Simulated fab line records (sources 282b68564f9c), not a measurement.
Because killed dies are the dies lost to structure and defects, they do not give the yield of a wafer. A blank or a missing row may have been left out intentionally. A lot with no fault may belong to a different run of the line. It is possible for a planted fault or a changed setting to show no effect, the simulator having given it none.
Which tool is to blame? | flow ritCmos | 14 lots with 42 wafers sampled at 3 steps, on a route of 202 steps

WHAT THE GAUGES READ, wafer by wafer
RIT_SILICIDE_RS_MEAS_02: the measuring method here is four-point-probe. Usual: SILICIDE_TI_RS typically reads 47.9 ohm/sq, with standard deviation 0.77.
lot  | measured    | on           | SILICIDE_TI_RS (ohm/sq) | flag
L770 | day 3 02:06 | filmMetro-01 | 49.2 48.4 49.2          | 
L771 | day 3 07:55 | filmMetro-03 | 48.0 49.1 47.4          | 
L772 | day 3 11:41 | filmMetro-02 | 49.2 48.4 48.5          | 
L773 | day 3 17:04 | filmMetro-02 | 47.0 47.4 48.1          | 
L774 | day 3 21:22 | filmMetro-02 | 47.0 47.0 46.9          | 
L775 | day 4 03:35 | filmMetro-01 | 47.6 46.8 47.4          | 
L776 | day 4 09:13 | filmMetro-02 | 49.2 49.9 48.6          | 
L779 | day 4 23:52 | filmMetro-02 | 47.8 63.8 47.6          | OFF
L781 | day 5 08:52 | filmMetro-03 | 63.6 63.8 46.6          | OFF
L787 | day 6 16:28 | filmMetro-01 | 47.9 47.1 46.8          | 
L789 | day 7 00:35 | filmMetro-02 | 48.0 48.5 48.9          | 
L790 | day 7 05:57 | filmMetro-01 | 49.4 47.7 47.6          | 
L791 | day 7 11:40 | filmMetro-01 | 46.9 47.8 46.9          | 
L793 | day 8 02:02 | filmMetro-01 | 48.7 47.1 48.7          | 

RIT_SILICIDE_THK_MEAS_03: measures by xrf. Usual: SILICIDE_TI_THK typically reads 30.2 nm, with standard deviation 0.44.
lot  | measured    | on           | SILICIDE_TI_THK (nm) | flag
L770 | day 3 02:13 | filmMetro-01 | 29.6 29.9 29.6       | 
L771 | day 3 08:01 | filmMetro-03 | 30.2 29.7 30.6       | 
L772 | day 3 11:49 | filmMetro-02 | 29.5 29.8 29.7       | 
L773 | day 3 17:11 | filmMetro-02 | 30.4 30.4 30.0       | 
L774 | day 3 21:27 | filmMetro-02 | 30.5 30.5 30.7       | 
L775 | day 4 03:43 | filmMetro-01 | 30.5 30.7 30.5       | 
L776 | day 4 09:20 | filmMetro-02 | 29.4 29.0 29.6       | 
L779 | day 4 23:59 | filmMetro-02 | 30.1 23.9 30.2       | OFF
L781 | day 5 08:59 | filmMetro-03 | 24.2 24.2 31.0       | OFF
L787 | day 6 16:34 | filmMetro-01 | 30.2 30.7 30.9       | 
L789 | day 7 00:41 | filmMetro-02 | 30.0 29.7 29.6       | 
L790 | day 7 06:04 | filmMetro-01 | 29.4 30.3 30.3       | 
L791 | day 7 11:47 | filmMetro-01 | 30.6 30.2 30.6       | 
L793 | day 8 02:08 | filmMetro-01 | 29.8 30.6 29.8       | 

WHICH TOOL RAN EACH LOT (tool, then ch and the chambers of the sampled wafers, then the start)
lot  | RIT_SILICIDE_SPUTTER_01
L770 | pvdSputter-03, day 3 01:56
L771 | pvdSputter-01, day 3 07:43
L772 | pvdSputter-03, day 3 11:32
L773 | pvdSputter-01, day 3 16:55
L774 | pvdSputter-03, day 3 21:09
L775 | pvdSputter-01, day 4 03:26
L776 | pvdSputter-03, day 4 09:04
L779 | pvdSputter-01, day 4 23:43
L781 | pvdSputter-01, day 5 08:43
L787 | pvdSputter-03, day 6 16:16
L789 | pvdSputter-03, day 7 00:23
L790 | pvdSputter-03, day 7 05:48
L791 | pvdSputter-04, day 7 11:31
L793 | pvdSputter-03, day 8 01:51
- RIT_SILICIDE_SPUTTER_01: material Ti, target thk 30 nm, time 240 s.

WHAT THE TOOLS THEMSELVES READ (means of the sampled wafers that have a number; where no wafer has one, the mark that the record gives instead)
RIT_SILICIDE_SPUTTER_01. Usual: cathodeDcPowerW 349.99 W, standard deviation 0.069; chamberPressurePa 0.6671 Pa, standard deviation 0.0013; throttleValvePct 30.0 %, standard deviation 0.58.
lot  | tool          | cathodeDcPowerW (W) | chamberPressurePa (Pa) | throttleValvePct (%) | flag
L770 | pvdSputter-03 | 349.99              | 0.6669                 | 30.0                 | 
L771 | pvdSputter-01 | 350.03              | 0.6665                 | 29.8                 | 
L772 | pvdSputter-03 | 350.04              | 0.6677                 | 30.2                 | 
L773 | pvdSputter-01 | 349.87              | 0.6672                 | 29.6                 | 
L774 | pvdSputter-03 | 349.97              | 0.6679                 | 30.4                 | 
L775 | pvdSputter-01 | 349.97              | 0.6680                 | 29.6                 | 
L776 | pvdSputter-03 | 349.99              | 0.6666                 | 30.2                 | 
L779 | pvdSputter-01 | 326.72              | 0.6664                 | 29.6                 | OFF
L781 | pvdSputter-01 | 303.48              | 0.6675                 | 30.0                 | OFF
L787 | pvdSputter-03 | 349.99              | 0.6676                 | 30.3                 | 
L789 | pvdSputter-03 | 350.00              | 0.6671                 | 30.1                 | 
L790 | pvdSputter-03 | 350.02              | 0.6656                 | 30.3                 | 
L791 | pvdSputter-04 | 350.01              | 0.6673                 | 28.4                 | 
L793 | pvdSputter-03 | 349.97              | 0.6671                 | 30.2                 | 

THE ANSWER, worked out from the rows above alone
Rule: a lot is off if the mean of its wafers that have a number lies more than 3 standard deviations from the usual mean. Also off: a lot with no number at a reading for which 4 or more lots have one. All remaining lots with rows at the step are treated as sound. After the gauges, taken in route order, come the tools' own readings; for these a lot's mean is taken, as printed above. At the first step where some lot is off, the reading lying furthest off is the one used; lots without a number count as furthest.
Off: at RIT_SILICIDE_RS_MEAS_02 (SILICIDE_TI_RS), L779, L781.
If a tool, at a process step before that reading, ran all the lots that are off and no sound lot after the first of them, it fits. Not tried: the gauges at RIT_SILICIDE_RS_MEAS_02; whatever is off there is also off at RIT_SILICIDE_SPUTTER_01, on other tools, and gauge error can't account for it. One fits: pvdSputter-01 at RIT_SILICIDE_SPUTTER_01. A fault onset in the window from L775 (day 4 03:26, its last sound lot) to L779 (day 4 23:43, its first lot off) fits.
The tool's own readings at RIT_SILICIDE_SPUTTER_01 bear it out: on the lots that are off they differ by more than 5 times the standard deviation of the sound lots' means. cathodeDcPowerW reads 315.10 W there against 349.99 W on the sound lots.

WHAT THE SIMULATOR HAD PUT IN
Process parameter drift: pvdSputter-01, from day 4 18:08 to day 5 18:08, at RIT_SILICIDE_SPUTTER_01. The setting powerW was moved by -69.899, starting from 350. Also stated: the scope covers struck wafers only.
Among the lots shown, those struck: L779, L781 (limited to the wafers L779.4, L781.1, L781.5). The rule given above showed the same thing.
